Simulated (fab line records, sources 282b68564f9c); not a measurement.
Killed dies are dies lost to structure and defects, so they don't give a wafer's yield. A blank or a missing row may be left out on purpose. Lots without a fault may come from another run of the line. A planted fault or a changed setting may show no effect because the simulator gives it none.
Which tool did it? | flow rit_cmos | 14 lots, 42 wafers sampled, at 3 steps of a route of 202

WHAT THE GAUGES READ, wafer by wafer
RIT_GATE_CD_MEAS_16: target cd 150 nm. Usual: cd_nm 149.6 nm, standard deviation 1.8.
lot  | measured    | on        | cd_nm (nm)        | flag
L629 | day 2 13:36 | cd_sem-02 | 148.9 146.9 148.4 |
L630 | day 2 20:12 | cd_sem-02 | 149.2 150.8 149.9 |
L632 | day 3 03:44 | cd_sem-02 | 153.4 150.1 152.0 |
L634 | day 3 14:03 | cd_sem-01 | 149.4 148.5 144.3 |
L635 | day 3 18:23 | cd_sem-02 | 148.9 151.2 151.9 |
L638 | day 4 10:23 | cd_sem-02 | 150.6 152.0 150.8 |
L639 | day 4 14:44 | cd_sem-01 | 150.9 149.3 149.0 |
L640 | day 4 18:58 | cd_sem-02 | 151.1 150.4 150.7 |
L641 | day 5 01:01 | cd_sem-02 | 146.6 146.6 148.6 |
L642 | day 5 06:15 | cd_sem-01 | 148.4 149.3 148.7 |
L645 | day 5 20:48 | cd_sem-02 | 148.1 151.4 148.8 |
L646 | day 6 01:30 | cd_sem-02 | 147.1 150.8 147.9 |
L648 | day 6 14:31 | cd_sem-02 | - - -             | OFF
L650 | day 7 00:51 | cd_sem-01 | - - -             | OFF

RIT_GATE_CD_MEAS_90: target cd 150 nm. Usual: cd_nm 149.6 nm, standard deviation 1.8.
lot  | measured    | on        | cd_nm (nm)        | flag
L629 | day 2 14:11 | cd_sem-02 | 149.1 146.7 148.3 |
L630 | day 2 20:47 | cd_sem-02 | 148.7 150.8 149.6 |
L632 | day 3 04:20 | cd_sem-02 | 153.3 150.1 152.1 |
L634 | day 3 14:38 | cd_sem-01 | 149.4 148.9 144.2 |
L635 | day 3 18:58 | cd_sem-02 | 148.8 151.3 152.1 |
L638 | day 4 10:59 | cd_sem-01 | 150.7 151.4 150.9 |
L639 | day 4 15:19 | cd_sem-01 | 150.7 148.6 148.8 |
L640 | day 4 19:33 | cd_sem-01 | 151.7 150.3 150.4 |
L641 | day 5 01:36 | cd_sem-02 | 146.4 147.0 148.6 |
L642 | day 5 06:50 | cd_sem-01 | 148.6 149.5 148.8 |
L645 | day 5 21:23 | cd_sem-01 | 148.1 151.2 148.7 |
L646 | day 6 02:05 | cd_sem-01 | 147.3 150.4 147.9 |
L648 | day 6 15:07 | cd_sem-01 | - - -             | OFF
L650 | day 7 01:26 | cd_sem-01 | - - -             | OFF

WHICH TOOL RAN EACH LOT (tool, then ch and the chambers of the sampled wafers, then the start)
lot  | RIT_GATE_EXPOSE_13
L629 | iline_stepper-01 ch 0, day 2 13:10
L630 | iline_stepper-02 ch 0, day 2 19:48
L632 | iline_stepper-01 ch 0, day 3 03:20
L634 | iline_stepper-01 ch 0, day 3 13:39
L635 | iline_stepper-01 ch 0, day 3 17:59
L638 | iline_stepper-02 ch 0, day 4 09:59
L639 | iline_stepper-02 ch 0, day 4 14:20
L640 | iline_stepper-02 ch 0, day 4 18:34
L641 | iline_stepper-01 ch 0, day 5 00:31
L642 | iline_stepper-02 ch 0, day 5 05:51
L645 | iline_stepper-02 ch 0, day 5 20:24
L646 | iline_stepper-01 ch 0, day 6 01:06
L648 | iline_stepper-01 ch 0, day 6 14:05
L650 | iline_stepper-01 ch 0, day 7 00:24
- RIT_GATE_EXPOSE_13: exposes mask M6, target cd 150 nm.

WHAT THE TOOLS THEMSELVES READ (means of the sampled wafers that have a number; where no wafer has one, the mark that the record gives instead)
The record holds no such reading with a usual standard deviation.

THE ANSWER, worked out from the rows above alone
Rule: a lot is off if the mean of its wafers that have a number lies more than 3 standard deviations from the usual mean. A lot without any number at a reading at which 4 lots or more have one is off too. The other lots that the step has rows for count as sound. The gauges are gone through in route order, then the tools' own readings, and for those a lot's mean is taken as printed above. The first step at which some lot is off is used, and at that step the reading that is off furthest; a lot without a number counts as furthest.
Off: L648, L650, at RIT_GATE_CD_MEAS_16 (cd_nm). Without a number there: L648, L650.
A tool fits if, at a process step before that reading, it ran every lot that is off, and no sound lot after the first of them. The gauges at RIT_GATE_CD_MEAS_16 are tried like those tools. One fits: iline_stepper-01 at RIT_GATE_EXPOSE_13. Its last sound lot is L646 (day 6 01:06), its first lot that is off L648 (day 6 14:05): a fault that began between those two fits.

WHAT THE SIMULATOR HAD PUT IN
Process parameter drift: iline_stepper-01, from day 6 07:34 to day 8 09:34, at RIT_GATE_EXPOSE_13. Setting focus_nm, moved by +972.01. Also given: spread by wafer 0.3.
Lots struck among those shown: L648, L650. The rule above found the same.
